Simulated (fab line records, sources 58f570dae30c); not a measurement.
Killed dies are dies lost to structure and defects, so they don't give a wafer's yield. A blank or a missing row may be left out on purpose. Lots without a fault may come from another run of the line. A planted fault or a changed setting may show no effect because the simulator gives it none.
fab line records | flow berkeley_cmos170
record lots=5 wafers=15 last_day=11
route steps=331 shown M1@242 V1@254 M2@271
lots that met no fault: from a run of the same line without faults
start_h: hours from the record's first day to the start of the lot's first wafer shown | wait_h: hours since the lot's step before | " the same as in the row above | L1.1+2: a row that stands for several wafers | - no value, or no start given | * or withheld: withheld | < > ~ a bound
route shown NAME@n: a module of which the file shows steps, and the number in the route of the first | usual: mean/standard deviation of fault-free wafers | same: alike in all rows | chamber/n: place in a boat | sites: the reading at each site | _std_site: their standard deviation | _edge_site: outer sites' mean less inner sites' | radius_mm: how far each site lies from the wafer's centre | mask NAME#n: copy n | behind: the tool/chamber that last shaped the wafer | hold: why the lot was held/for how many hours/how that ended | device: the transistor (n, p or np) that didn't switch | end of line: the same wafers' tests at the end of the route | a step without rows: its recipe alone | killed: dies lost to structure and defects at the first sort, not the wafer's yield | map: a wafer's dies, x killed, . not, _ none there
set.NAME: the setting as run; set.NAME@STEP: as run at that earlier step | model.NAME: the simulator's own value behind a step, which no gauge read
lots at some steps of the route; a table a step, a row a wafer
services: from which hour (start_h, from the record's first day; less than 0 if before it) a tool's chamber was out of use, for how many hours, and why
## steps
# step UCB170_M1_COAT_04
# recipe resist=KrF spin_rpm=1500 resist_thk_nm=900
# usual resist_line_temp_C=22.96/0.1
# columns lot.wafer tool chamber start_h wait_h resist_line_temp_C
L077.2 litho_track-04 0 - - 22.83
L077.3 " 0 " " 22.94
L077.6 " 0 " " 22.91
L080.2 litho_track-04 0 - - 22.86
L080.3 " 0 " " 23.07
L080.5 " 0 " " 22.84
L085.1 litho_track-04 0 - - 22.94
L085.4 " 0 " " 23.11
L085.6 " 0 " " 23.20
L089.4 litho_track-02 0 - - 22.98
L089.5 " 0 " " 23.25
L089.6 " 0 " " 22.88
L095.1 litho_track-02 0 - - 23.02
L095.3 " 0 " " 22.96
L095.5 " 0 " " 22.98
# step UCB170_M1_SOFTBAKE_05
# recipe resist=KrF temp_c=130 time_s=60
# usual resist_line_temp_C=22.97/0.12
# columns lot.wafer tool chamber start_h wait_h resist_line_temp_C
L077.2 litho_track-04 0 - - 22.84
L077.3 " 0 " " 22.92
L077.6 " 0 " " 23.01
L080.2 litho_track-04 0 - - 23.10
L080.3 " 0 " " 23.15
L080.5 " 0 " " 22.86
L085.1 litho_track-04 0 - - 23.04
L085.4 " 0 " " 22.87
L085.6 " 0 " " 23.14
L089.4 litho_track-02 0 - - 23.13
L089.5 " 0 " " 22.94
L089.6 " 0 " " 23.01
L095.1 litho_track-02 0 - - 23.11
L095.3 " 0 " " 23.08
L095.5 " 0 " " 23.19
# step UCB170_M1_EXPOSE_06
# recipe mask_id=METAL1 target_cd_nm=700 na=0.5 sigma_outer=0.6 source_shape=conventional dose_mj=21
# usual exposure_dose_mJ_cm2=20.981/0.021
# columns lot.wafer tool chamber start_h wait_h mask exposure_dose_mJ_cm2
L077.2 krf_scanner-01 0 156.03 - METAL1#0 20.966
L077.3 " 0 " " METAL1#0 20.992
L077.6 " 0 " " METAL1#0 20.981
L080.2 krf_scanner-01 0 163.92 - METAL1#0 21.006
L080.3 " 0 " " METAL1#0 21.017
L080.5 " 0 " " METAL1#0 20.956
L085.1 krf_scanner-01 0 197.58 - METAL1#0 20.959
L085.4 " 0 " " METAL1#0 20.996
L085.6 " 0 " " METAL1#0 20.954
L089.4 krf_scanner-02 0 223.40 - METAL1#0 20.963
L089.5 " 0 " " METAL1#0 20.969
L089.6 " 0 " " METAL1#0 20.961
L095.1 krf_scanner-02 0 244.57 - METAL1#0 20.963
L095.3 " 0 " " METAL1#0 20.978
L095.5 " 0 " " METAL1#0 20.959
# step UCB170_M1_PEB_07
# recipe peb_temp_c=130 peb_time_s=withheld resist=KrF
# usual resist_line_temp_C=23.01/0.11
# columns lot.wafer tool chamber start_h wait_h resist_line_temp_C
L077.2 litho_track-02 0 156.29 0.2 23.04
L077.3 " 0 " " 23.25
L077.6 " 0 " " 23.12
L080.2 litho_track-04 0 164.04 0.1 23.10
L080.3 " 0 " " 23.03
L080.5 " 0 " " 23.07
L085.1 litho_track-02 0 197.70 0.1 23.00
L085.4 " 0 " " 22.93
L085.6 " 0 " " 23.11
L089.4 litho_track-03 0 223.79 0.4 22.97
L089.5 " 0 " " 23.18
L089.6 " 0 " " 22.95
L095.1 litho_track-02 0 245.30 0.7 22.91
L095.3 " 0 " " 23.15
L095.5 " 0 " " 22.91
# step UCB170_M1_DEVELOP_08
# recipe developer=TMAH develop_time_s=45 resist=KrF dev_temp_c=21
# usual resist_line_temp_C=22.99/0.093
# columns lot.wafer tool chamber start_h wait_h resist_line_temp_C
L077.2 litho_track-02 0 - - 23.06
L077.3 " 0 " " 23.12
L077.6 " 0 " " 23.07
L080.2 litho_track-04 0 - - 22.96
L080.3 " 0 " " 22.97
L080.5 " 0 " " 23.02
L085.1 litho_track-02 0 - - 22.94
L085.4 " 0 " " 22.81
L085.6 " 0 " " 22.96
L089.4 litho_track-03 0 - - 23.01
L089.5 " 0 " " 23.02
L089.6 " 0 " " 23.24
L095.1 litho_track-02 0 - - 23.05
L095.3 " 0 " " 23.02
L095.5 " 0 " " 22.94
# step UCB170_M1_CD_MEAS_09
# recipe target_cd_nm=700
# usual cd_nm=700.3/1.4
# columns lot.wafer tool chamber start_h wait_h cd_nm
L077.2 cd_sem-02 - 156.63 - 698.1
L077.3 " - " " 697.9
L077.6 " - " " 697.9
L080.2 cd_sem-01 - 164.31 - 701.1
L080.3 " - " " 702.1
L080.5 " - " " 702.0
L085.1 cd_sem-01 - 198.02 - 696.9
L085.4 " - " " 697.3
L085.6 " - " " 697.7
L089.4 cd_sem-02 - 224.05 - 701.9
L089.5 " - " " 702.1
L089.6 " - " " 702.2
L095.1 cd_sem-02 - 245.57 - 699.8
L095.3 " - " " 698.9
L095.5 " - " " 699.8
# step UCB170_M1_OVL_MEAS_10
# usual M1_OVL=-1/6.1
# columns lot.wafer tool chamber start_h wait_h M1_OVL[nm]
L077.2 overlay-02 - 156.73 0.1 4
L077.3 " - " " 7
L077.6 " - " " -4
L080.2 overlay-02 - 164.41 0.1 -9
L080.3 " - " " -17
L080.5 " - " " -7
L085.1 overlay-01 - 198.14 0.1 1
L085.4 " - " " -10
L085.6 " - " " -12
L089.4 overlay-01 - 224.13 0.1 -1
L089.5 " - " " -3
L089.6 " - " " 3
L095.1 overlay-01 - 245.69 0.1 -3
L095.3 " - " " -6
L095.5 " - " " -2
# step UCB170_M1_ETCH_11
# recipe chemistry=N2/H2 target_depth_a=withheld overetch_a=withheld target=BARC time_s=withheld source_w=500 bias_w=100 pressure_mtorr=30 n2_flow_sccm=100 h2_flow_sccm=200
# usual drypump_motor_current_A=5.9/0.45 oes_product_au=0.996/0.016 throttle_valve_pct=13.28/0.17
# columns lot.wafer tool chamber start_h wait_h drypump_motor_current_A oes_product_au throttle_valve_pct
L077.2 rie_diel-04 1 156.76 0.0 5.4 0.999 13.46
L077.3 " 3 " " 5.5 1.002 13.11
L077.6 " 1 " " 5.4 0.998 13.44
L080.2 rie_diel-03 2 164.44 0.0 6.2 1.008 13.51
L080.3 " 1 " " 5.4 0.995 13.37
L080.5 " 0 " " 5.8 1.011 13.37
L085.1 rie_diel-04 1 198.18 0.0 5.5 0.997 13.44
L085.4 " 3 " " 5.5 1.007 13.11
L085.6 " 0 " " 6.7 0.996 13.53
L089.4 rie_diel-03 0 224.15 0.0 5.8 1.022 13.38
L089.5 " 3 " " 5.3 0.981 13.18
L089.6 " 0 " " 5.8 1.015 13.38
L095.1 rie_diel-04 3 245.73 0.0 5.5 1.007 13.13
L095.3 " 1 " " 5.5 1.002 13.45
L095.5 " 0 " " 6.7 1.002 13.52
# step UCB170_M1_METAL_ETCH_12
# recipe chemistry=Cl2/BCl3 target=Al stop_on=PSG pressure_mtorr=12 target_depth_a=7800 over_etch_frac=0.3 time_s=130 icp_w=600 bias_w=120 Cl2_flow_sccm=90 bcl3_flow_sccm=45
# usual bcl3_flow_sccm=44.99/0.15 drypump_motor_current_A=5.5/0.34 oes_product_au=0.847/0.011 throttle_valve_pct=24.42/0.13
# columns lot.wafer tool chamber start_h wait_h bcl3_flow_sccm drypump_motor_current_A oes_product_au rf_hours_counter_h throttle_valve_pct
L077.2 rie_metal-02 0 156.81 - 44.85 5.7 0.855 9.2 24.46
L077.3 " 1 " " 44.97 5.7 0.859 - 24.65
L077.6 " 0 " " 45.05 5.6 0.852 - 24.43
L080.2 rie_metal-04 0 164.49 - 44.94 5.0 0.833 3.5 24.23
L080.3 " 1 " " 44.99 5.9 0.846 - 24.45
L080.5 " 1 " " 45.10 6.0 0.846 - 24.44
L085.1 rie_metal-01 0 198.22 - 44.98 5.7 0.848 7.8 24.37
L085.4 " 1 " " 44.96 4.9 0.837 - 24.30
L085.6 " 0 " " 44.81 5.7 0.844 - 24.36
L089.4 rie_metal-01 0 224.23 - 45.07 5.7 0.855 - 24.36
L089.5 " 1 " " 45.08 4.9 0.841 - 24.29
L089.6 " 0 " " 44.97 5.7 0.845 - 24.35
L095.1 rie_metal-02 0 245.77 - 44.85 5.6 0.857 11.6 24.44
L095.3 " 1 " " 44.96 5.7 0.855 - 24.63
L095.5 " 1 " " 44.92 5.7 0.848 - 24.64
# step UCB170_M1_STRIP_13
# recipe chemistry=O2 power_w=400 pressure_mtorr=3500 platen_temp_c=withheld o2_flow_sccm=400 overash_fraction=0.5
# usual drypump_motor_current_A=5.7/0.59 oes_product_au=0.720/0.005
# columns lot.wafer tool chamber start_h wait_h drypump_motor_current_A oes_product_au rf_hours_counter_h
L077.2 plasma_asher-04 0 156.98 0.1 4.9 0.712 43
L077.3 " 0 " " 4.9 0.725 -
L077.6 " 1 " " 5.4 0.711 -
L080.2 plasma_asher-04 0 164.62 0.1 4.9 0.717 44
L080.3 " 1 " " 5.4 0.717 -
L080.5 " 0 " " 4.9 0.728 -
L085.1 plasma_asher-02 0 198.35 0.1 6.3 0.724 49
L085.4 " 0 " " 6.3 0.716 -
L085.6 " 0 " " 6.3 0.725 -
L089.4 plasma_asher-04 0 224.36 0.1 4.9 0.725 -
L089.5 " 0 " " 4.9 0.711 -
L089.6 " 1 " " 5.4 0.713 -
L095.1 plasma_asher-02 1 245.90 0.1 5.8 0.715 54
L095.3 " 1 " " 5.8 0.728 -
L095.5 " 0 " " 6.3 0.709 -
# step UCB170_M1_CD_MEAS_90
# recipe target_cd_nm=700
# usual cd_nm=700.6/2
# columns lot.wafer tool chamber start_h wait_h cd_nm
L077.2 cd_sem-02 - 157.10 0.1 696.9
L077.3 " - " " 698.8
L077.6 " - " " 697.6
L080.2 cd_sem-02 - 164.74 0.1 704.1
L080.3 " - " " 701.9
L080.5 " - " " 702.1
L085.1 cd_sem-01 - 198.45 0.1 697.3
L085.4 " - " " 697.0
L085.6 " - " " 696.8
L089.4 cd_sem-02 - 224.51 0.1 700.3
L089.5 " - " " 701.6
L089.6 " - " " 701.5
L095.1 cd_sem-01 - 246.00 0.1 701.7
L095.3 " - " " 701.0
L095.5 " - " " 701.4
# step UCB170_M1_ANNEAL_14
# recipe temp_c=400 time_s=1200 ambient=forming_gas
# usual spike_tc_load_C=417.6/2.2 zone_power_centre_pct=19.3/1.7
# columns lot.wafer tool chamber start_h wait_h spike_tc_load_C zone_power_centre_pct
L077.2 - - 161.26 4.1 415.4 18.0
L077.3 " - " " 415.3 18.2
L077.6 " - " " 415.3 17.9
L080.2 - - 168.88 4.1 417.7 18.0
L080.3 " - " " 418.8 17.9
L080.5 " - " " 418.5 17.7
L085.1 - - 203.33 4.9 416.4 18.1
L085.4 " - " " 414.3 17.8
L085.6 " - " " 414.5 18.0
L089.4 - - 226.64 2.1 414.2 17.9
L089.5 " - " " 414.7 18.5
L089.6 " - " " 416.3 18.1
L095.1 - - 247.34 1.3 418.7 21.4
L095.3 " - " " 419.7 21.6
L095.5 " - " " 418.5 21.5
# step UCB170_V1_CVD_00
# recipe material=SiO2 target_thk_nm=2000 temp_c=390 precursor=TEOS/O2 time_s=238.6 rf_w=550 pressure_mtorr=9000
# usual heater_power_w=255/47 pressure_mtorr=9000/17
# columns lot.wafer tool chamber start_h wait_h heater_power_w pressure_mtorr
L077.2 pecvd-04 2 162.59 0.0 177 8995
L077.3 " 1 " " 266 9008
L077.6 " 0 " " 257 9012
L080.2 pecvd-04 2 170.21 0.0 196 9003
L080.3 " 0 " " 347 9023
L080.5 " 1 " " 192 9018
L085.1 pecvd-04 0 204.66 0.0 345 8990
L085.4 " 1 " " 284 9016
L085.6 " 0 " " 258 8972
L089.4 pecvd-04 2 228.06 0.1 237 8982
L089.5 " 0 " " 347 9003
L089.6 " 1 " " 278 9000
L095.1 pecvd-01 2 248.83 0.2 261 9017
L095.3 " 1 " " 263 9016
L095.5 " 0 " " 293 8989
# step UCB170_V1_THK_MEAS_01
# recipe reads=SiO2_of_V1_CVD_00
# usual V1_TEOS_THK=1909/26
# columns lot.wafer tool chamber start_h wait_h V1_TEOS_THK[nm]
L077.2 film_metro-04 - 162.76 0.1 1887
L077.3 " - " " 1910
L077.6 " - " " 1926
L080.2 film_metro-04 - 170.38 0.1 1889
L080.3 " - " " 1922
L080.5 " - " " 1926
L085.1 film_metro-03 - 204.82 0.1 1888
L085.4 " - " " 1910
L085.6 " - " " 1919
L089.4 film_metro-02 - 228.16 0.0 1926
L089.5 " - " " 1937
L089.6 " - " " 1954
L095.1 film_metro-04 - 248.99 0.1 1892
L095.3 " - " " 1898
L095.5 " - " " 1923
# step UCB170_V1_CMP_02
# recipe material=SiO2 down_force_psi=6 platen_rpm=60 pad_velocity_m_s=0.75398
# usual motor_current_A=15.1/1.2
# columns lot.wafer tool chamber start_h wait_h motor_current_A
L077.2 cmp-02 3 163.41 0.6 15.3
L077.3 " 0 " " 13.4
L077.6 " 0 " " 14.4
L080.3 cmp-02 2 170.73 0.3 15.2
L080.2 " 3 " " 15.2
L080.5 " 2 " " 15.4
L085.1 cmp-01 0 204.88 0.1 14.3
L085.4 " 2 " " 16.0
L085.6 " 0 " " 15.0
L089.4 cmp-01 0 228.24 0.1 13.5
L089.5 " 3 " " 14.4
L089.6 " 0 " " 14.1
L095.3 cmp-02 1 249.05 0.0 14.7
L095.1 " 3 " " 15.3
L095.5 " 2 " " 16.1
# step UCB170_V1_BOW_MEAS_03
# recipe mode=bow
# usual V1_BOW=19/6.7
# columns lot.wafer tool chamber start_h wait_h V1_BOW[um]
L077.2 film_metro-04 - 163.73 0.3 22
L077.3 " - " " 28
L077.6 " - " " 9
L080.2 film_metro-04 - 171.05 0.2 22
L080.3 " - " " 29
L080.5 " - " " 24
L085.1 film_metro-03 - 205.18 0.2 28
L085.4 " - " " 20
L085.6 " - " " 20
L089.4 film_metro-02 - 228.55 0.3 27
L089.5 " - " " 20
L089.6 " - " " 16
L095.1 film_metro-02 - 249.35 0.1 20
L095.3 " - " " 16
L095.5 " - " " 13
# step UCB170_V1_THK_MEAS_04
# recipe reads=SiO2_of_V1_CVD_00
# usual V1_POLISHED_THK=999.8/1.2
# columns lot.wafer tool chamber start_h wait_h V1_POLISHED_THK[nm]
L077.2 film_metro-04 - 163.84 0.1 1000.9
L077.3 " - " " 1002.3
L077.6 " - " " 1000.8
L080.2 film_metro-04 - 171.16 0.1 1000.0
L080.3 " - " " 998.3
L080.5 " - " " 999.4
L085.1 film_metro-03 - 205.30 0.1 1000.3
L085.4 " - " " 998.5
L085.6 " - " " 1000.3
L089.4 film_metro-02 - 228.64 0.1 999.7
L089.5 " - " " 1000.6
L089.6 " - " " 998.2
L095.1 film_metro-02 - 249.47 0.1 1001.3
L095.3 " - " " 1002.4
L095.5 " - " " 1000.9
# step UCB170_V1_CLEAN_05
# recipe chemistry=DIW
# columns lot.wafer tool chamber start_h wait_h
L077.2+3+6 wet_bench-01 3 163.89 0.0
L080.2+3+5 wet_bench-03 0 171.26 0.1
L085.1+4+6 wet_bench-03 2 207.20 1.9
L089.4+5+6 wet_bench-03 0 229.07 0.4
L095.1+3+5 wet_bench-03 1 249.75 0.3
# step UCB170_V1_HMDS_06
# recipe prime_time_s=60 prime_temp_c=100
# usual resist_line_temp_C=22.99/0.11
# columns lot.wafer tool chamber start_h wait_h resist_line_temp_C
L077.2 litho_track-02 0 164.14 0.1 23.03
L077.3 " 0 " " 22.90
L077.6 " 0 " " 22.97
L080.2 litho_track-03 0 171.75 0.3 23.08
L080.3 " 0 " " 23.22
L080.5 " 0 " " 23.17
L085.1 litho_track-02 0 207.39 0.0 23.13
L085.4 " 0 " " 23.15
L085.6 " 0 " " 23.02
L089.4 litho_track-01 0 229.44 0.2 23.09
L089.5 " 0 " " 23.01
L089.6 " 0 " " 23.12
L095.1 litho_track-02 0 249.94 0.0 23.05
L095.3 " 0 " " 22.90
L095.5 " 0 " " 23.06
# step UCB170_V1_COAT_07
# recipe resist=KrF spin_rpm=1500 resist_thk_nm=900
# usual resist_line_temp_C=22.99/0.12
# columns lot.wafer tool chamber start_h wait_h resist_line_temp_C
L077.2 litho_track-02 0 164.29 0.1 22.98
L077.3 " 0 " " 22.91
L077.6 " 0 " " 22.96
L080.2 litho_track-03 0 171.90 0.1 22.95
L080.3 " 0 " " 22.91
L080.5 " 0 " " 22.81
L085.1 litho_track-02 0 207.54 0.1 23.09
L085.4 " 0 " " 23.07
L085.6 " 0 " " 22.76
L089.4 litho_track-01 0 229.59 0.1 23.01
L089.5 " 0 " " 23.13
L089.6 " 0 " " 23.10
L095.1 litho_track-02 0 250.09 0.1 23.11
L095.3 " 0 " " 23.03
L095.5 " 0 " " 22.92
# step UCB170_V1_SOFTBAKE_08
# recipe resist=KrF temp_c=130 time_s=60
# usual resist_line_temp_C=22.99/0.094
# columns lot.wafer tool chamber start_h wait_h resist_line_temp_C
L077.2 litho_track-02 0 164.44 0.1 22.84
L077.3 " 0 " " 22.99
L077.6 " 0 " " 22.99
L080.2 litho_track-03 0 172.05 0.1 23.01
L080.3 " 0 " " 22.86
L080.5 " 0 " " 22.91
L085.1 litho_track-02 0 207.69 0.1 22.90
L085.4 " 0 " " 22.96
L085.6 " 0 " " 22.88
L089.4 litho_track-01 0 229.74 0.1 23.06
L089.5 " 0 " " 22.90
L089.6 " 0 " " 23.07
L095.1 litho_track-02 0 250.24 0.1 22.98
L095.3 " 0 " " 22.98
L095.5 " 0 " " 22.89
# step UCB170_V1_EXPOSE_09
# recipe mask_id=VIA1 target_cd_nm=700 na=0.5 sigma_outer=0.6 source_shape=conventional dose_mj=36.59
# usual exposure_dose_mJ_cm2=36.96/0.031
# columns lot.wafer tool chamber start_h wait_h mask exposure_dose_mJ_cm2
L077.2 krf_scanner-01 0 164.72 0.3 VIA1#0 36.95
L077.3 " 0 " " VIA1#0 36.94
L077.6 " 0 " " VIA1#0 36.96
L080.2 krf_scanner-01 0 172.32 0.2 VIA1#0 36.94
L080.3 " 0 " " VIA1#0 36.95
L080.5 " 0 " " VIA1#0 36.91
L085.1 krf_scanner-01 0 207.96 0.2 VIA1#0 36.99
L085.4 " 0 " " VIA1#0 36.93
L085.6 " 0 " " VIA1#0 36.95
L089.4 krf_scanner-01 0 229.87 0.1 VIA1#0 36.95
L089.5 " 0 " " VIA1#0 36.97
L089.6 " 0 " " VIA1#0 36.94
L095.1 krf_scanner-02 0 250.39 0.1 VIA1#0 37.00
L095.3 " 0 " " VIA1#0 36.97
L095.5 " 0 " " VIA1#0 36.96
# step UCB170_V1_PEB_10
# recipe peb_temp_c=130 peb_time_s=withheld resist=KrF
# usual resist_line_temp_C=23.00/0.1
# columns lot.wafer tool chamber start_h wait_h resist_line_temp_C
L077.2 litho_track-03 0 164.85 0.1 22.90
L077.3 " 0 " " 22.91
L077.6 " 0 " " 23.03
L080.2 litho_track-03 0 172.75 0.4 22.91
L080.3 " 0 " " 23.02
L080.5 " 0 " " 23.04
L085.1 litho_track-03 0 208.11 0.1 22.96
L085.4 " 0 " " 22.98
L085.6 " 0 " " 23.06
L089.4 litho_track-01 0 230.00 0.1 23.02
L089.5 " 0 " " 23.11
L089.6 " 0 " " 23.10
L095.1 litho_track-02 0 250.84 0.4 23.05
L095.3 " 0 " " 23.07
L095.5 " 0 " " 23.07
# step UCB170_V1_DEVELOP_11
# recipe developer=TMAH develop_time_s=45 resist=KrF dev_temp_c=21
# usual resist_line_temp_C=23.00/0.11
# columns lot.wafer tool chamber start_h wait_h resist_line_temp_C
L077.2 litho_track-03 0 - - 23.14
L077.3 " 0 " " 23.01
L077.6 " 0 " " 22.94
L080.2 litho_track-03 0 - - 22.97
L080.3 " 0 " " 22.95
L080.5 " 0 " " 23.10
L085.1 litho_track-03 0 - - 23.14
L085.4 " 0 " " 23.04
L085.6 " 0 " " 23.22
L089.4 litho_track-01 0 - - 22.77
L089.5 " 0 " " 22.94
L089.6 " 0 " " 23.09
L095.1 litho_track-02 0 - - 22.95
L095.3 " 0 " " 22.98
L095.5 " 0 " " 22.90
# step UCB170_V1_CD_MEAS_12
# recipe target_cd_nm=700
# usual cd_nm=699.6/1.6
# columns lot.wafer tool chamber start_h wait_h cd_nm
L077.2 cd_sem-01 - 165.11 - 699.1
L077.3 " - " " 700.4
L077.6 " - " " 698.2
L080.2 cd_sem-02 - 173.02 - 697.5
L080.3 " - " " 698.4
L080.5 " - " " 697.1
L085.1 cd_sem-02 - 208.39 - 697.0
L085.4 " - " " 698.2
L085.6 " - " " 698.5
L089.4 cd_sem-02 - 230.26 - 701.1
L089.5 " - " " 702.4
L089.6 " - " " 701.7
L095.1 cd_sem-02 - 251.12 - 702.5
L095.3 " - " " 700.1
L095.5 " - " " 702.0
# step UCB170_V1_OVL_MEAS_13
# usual V1_OVL=-5/5.8
# columns lot.wafer tool chamber start_h wait_h V1_OVL[nm]
L077.2 overlay-02 - 165.22 0.1 -4
L077.3 " - " " -6
L077.6 " - " " -14
L080.2 overlay-02 - 173.13 0.1 -3
L080.3 " - " " 2
L080.5 " - " " 3
L085.1 overlay-02 - 208.51 0.1 -6
L085.4 " - " " -16
L085.6 " - " " -7
L089.4 overlay-02 - 230.34 0.1 -3
L089.5 " - " " 2
L089.6 " - " " -5
L095.1 overlay-01 - 251.24 0.1 -5
L095.3 " - " " -12
L095.5 " - " " 0
# step UCB170_V1_ETCH_14
# recipe chemistry=CHF3/CF4/Ar target=SiO2 stop_on=Al CHF3_flow_sccm=45 cf4_flow_sccm=15 Ar_flow_sccm=150 pressure_mtorr=200 rf_w=700 target_depth_a=12500 over_etch_frac=0.25 time_s=291
# usual drypump_motor_current_A=5.9/0.45 oes_product_au=0.872/0.011 throttle_valve_pct=6.97/0.1
# columns lot.wafer tool chamber start_h wait_h drypump_motor_current_A oes_product_au rf_hours_counter_h throttle_valve_pct
L077.2 rie_diel-01 2 165.25 0.0 6.4 0.868 103 6.80
L077.3 " 0 " " 5.6 0.866 117 7.14
L077.6 " 2 " " 6.4 0.874 - 6.81
L080.2 rie_diel-04 0 173.16 0.0 6.7 0.867 68 7.07
L080.3 " 2 " " 6.1 0.876 0 6.80
L080.5 " 3 " " 5.5 0.869 - 6.85
L085.1 rie_diel-01 1 208.54 0.0 5.8 0.874 22 6.93
L085.4 " 3 " " 6.5 0.869 65 6.95
L085.6 " 0 " " 5.7 0.852 - 7.13
L089.4 rie_diel-01 3 230.36 0.0 6.5 0.875 66 6.96
L089.5 " 1 " " 5.8 0.870 - 6.90
L089.6 " 2 " " 6.4 0.858 - 6.84
L095.1 rie_diel-03 1 251.27 0.0 5.3 0.880 41 7.01
L095.3 " 2 " " 6.2 0.873 2 7.08
L095.5 " 3 " " 5.3 0.861 - 6.95
# step UCB170_V1_STRIP_15
# recipe chemistry=O2 power_w=400 pressure_mtorr=3500 platen_temp_c=withheld o2_flow_sccm=400 overash_fraction=0.5
# usual drypump_motor_current_A=5.7/0.41 oes_product_au=0.722/0.0047 strip_time_to_endpoint_s=15.33/0.095
# columns lot.wafer tool chamber start_h wait_h drypump_motor_current_A oes_product_au rf_hours_counter_h strip_time_to_endpoint_s
L077.2 plasma_asher-04 1 165.43 0.1 5.4 0.726 44 15.41
L077.3 " 0 " " 4.9 0.730 - 15.52
L077.6 " 0 " " 4.9 0.728 - 15.39
L080.2 plasma_asher-04 1 173.34 0.1 5.4 0.726 45 15.40
L080.3 " 1 " " 5.4 0.719 - 15.35
L080.5 " 0 " " 4.9 0.728 - 15.49
L085.1 plasma_asher-03 0 208.72 0.1 5.6 0.722 9 15.35
L085.4 " 1 " " 5.6 0.721 - 15.32
L085.6 " 0 " " 5.6 0.720 - 15.52
L089.4 plasma_asher-03 0 230.57 0.1 5.6 0.720 - 15.26
L089.5 " 0 " " 5.6 0.724 - 15.19
L089.6 " 1 " " 5.6 0.721 - 15.31
L095.1 plasma_asher-02 1 251.45 0.1 5.8 0.720 55 15.44
L095.3 " 1 " " 5.8 0.722 - 15.48
L095.5 " 0 " " 6.3 0.712 - 15.31
# step UCB170_V1_CD_MEAS_90
# recipe target_cd_nm=700
# usual cd_nm=699.7/1.7
# columns lot.wafer tool chamber start_h wait_h cd_nm
L077.2 cd_sem-01 - 165.55 0.1 699.5
L077.3 " - " " 700.1
L077.6 " - " " 698.2
L080.2 cd_sem-02 - 173.53 0.2 697.2
L080.3 " - " " 698.2
L080.5 " - " " 696.5
L085.1 cd_sem-01 - 208.82 0.1 697.3
L085.4 " - " " 698.5
L085.6 " - " " 699.1
L089.4 cd_sem-02 - 230.70 0.1 701.4
L089.5 " - " " 702.0
L089.6 " - " " 702.1
L095.1 cd_sem-01 - 251.55 0.1 703.1
L095.3 " - " " 700.4
L095.5 " - " " 702.7
# step UCB170_M2_PRE_CLEAN_00
# recipe gas=Ar preclean_etch_time_s=60
# columns lot.wafer tool chamber start_h wait_h
L077.2+3+6 pvd_sputter-02 - 165.65 0.1
L080.2+3+5 pvd_sputter-02 - 173.63 0.1
L085.1+4+6 pvd_sputter-01 - 208.94 0.1
L089.4+5+6 pvd_sputter-02 - 230.76 0.0
L095.1+3+5 pvd_sputter-04 - 251.67 0.1
# step UCB170_M2_SPUTTER_01
# recipe material=Al target_thk_nm=900 time_s=120 power_w=6000 chamber_pressure_pa=0.5
# usual throttle_valve_pct=30.0/0.95
# columns lot.wafer tool chamber start_h wait_h throttle_valve_pct
L077.2 pvd_sputter-02 - 165.72 0.0 30.3
L077.3 " - " " 29.7
L077.6 " - " " 30.4
L080.2 pvd_sputter-02 - 173.70 0.0 30.9
L080.3 " - " " 29.5
L080.5 " - " " 30.0
L085.1 pvd_sputter-01 - 209.01 0.0 30.0
L085.4 " - " " 30.5
L085.6 " - " " 30.2
L089.4 pvd_sputter-02 - 230.82 0.0 30.7
L089.5 " - " " 30.3
L089.6 " - " " 30.8
L095.1 pvd_sputter-04 - 251.74 0.0 32.2
L095.3 " - " " 28.9
L095.5 " - " " 29.9
# step UCB170_M2_RS_MEAS_02
# recipe thk_meas_gauge=four-point-probe reads=Al_of_M2_SPUTTER_01
# usual M2_AL_RS=0.0323/0.00038
# columns lot.wafer tool chamber start_h wait_h M2_AL_RS[ohm/sq]
L077.2 film_metro-03 - 165.82 0.1 0.0321
L077.3 " - " " 0.0321
L077.6 " - " " 0.0321
L080.2 film_metro-01 - 173.80 0.1 0.0326
L080.3 " - " " 0.0323
L080.5 " - " " 0.0325
L085.1 film_metro-03 - 209.09 0.0 0.0327
L085.4 " - " " 0.0329
L085.6 " - " " 0.0329
L089.4 film_metro-01 - 230.97 0.1 0.0325
L089.5 " - " " 0.0324
L089.6 " - " " 0.0323
L095.1 film_metro-03 - 251.82 0.0 0.0320
L095.3 " - " " 0.0318
L095.5 " - " " 0.0321
# step UCB170_M2_THK_MEAS_03
# recipe thk_meas_gauge=xrf reads=Al_of_M2_SPUTTER_01
# usual M2_AL_THK=910/13
# columns lot.wafer tool chamber start_h wait_h M2_AL_THK[nm]
L077.2 film_metro-03 - 165.93 0.1 912
L077.3 " - " " 910
L077.6 " - " " 914
L080.2 film_metro-01 - 173.91 0.1 897
L080.3 " - " " 909
L080.5 " - " " 905
L085.1 film_metro-03 - 209.21 0.1 893
L085.4 " - " " 891
L085.6 " - " " 890
L089.4 film_metro-01 - 231.06 0.1 908
L089.5 " - " " 906
L089.6 " - " " 913
L095.1 film_metro-03 - 251.94 0.1 912
L095.3 " - " " 917
L095.5 " - " " 904
## services
# columns tool chamber start_h hours kind
krf_scanner-01 - 139.13 1.3 pm
furnace-02 - 148.04 3.1 pm
pecvd-04 - 150.63 2.8 pm
furnace-02 - 151.15 1.9 pm
krf_scanner-02 - 155.64 4.4 pm
rie_diel-04 0 157.59 13.3 repair
cmp-01 - 158.32 6.7 pm
rie_diel-04 - 158.36 14.6 pm
rie_diel-03 3 161.35 12.1 repair
pvd_sputter-01 - 167.27 10.8 repair
cmp-01 - 186.73 1.0 repair
plasma_asher-04 - 187.11 9.0 repair
krf_scanner-01 - 189.05 1.0 pm
rie_diel-04 2 191.00 2.1 repair
pvd_sputter-02 - 191.05 1.9 repair
cmp-02 - 196.04 1.8 repair
pvd_sputter-02 - 199.39 2.4 repair
krf_scanner-02 - 203.03 1.3 pm
krf_scanner-01 - 210.41 1.0 repair
rie_diel-04 - 221.42 15.6 pm
cmp-02 - 232.00 4.0 pm
rie_diel-03 2 233.41 6.3 repair
rie_diel-03 - 236.39 1.2 repair
pecvd-04 - 242.50 14.0 pm
## key
fault none
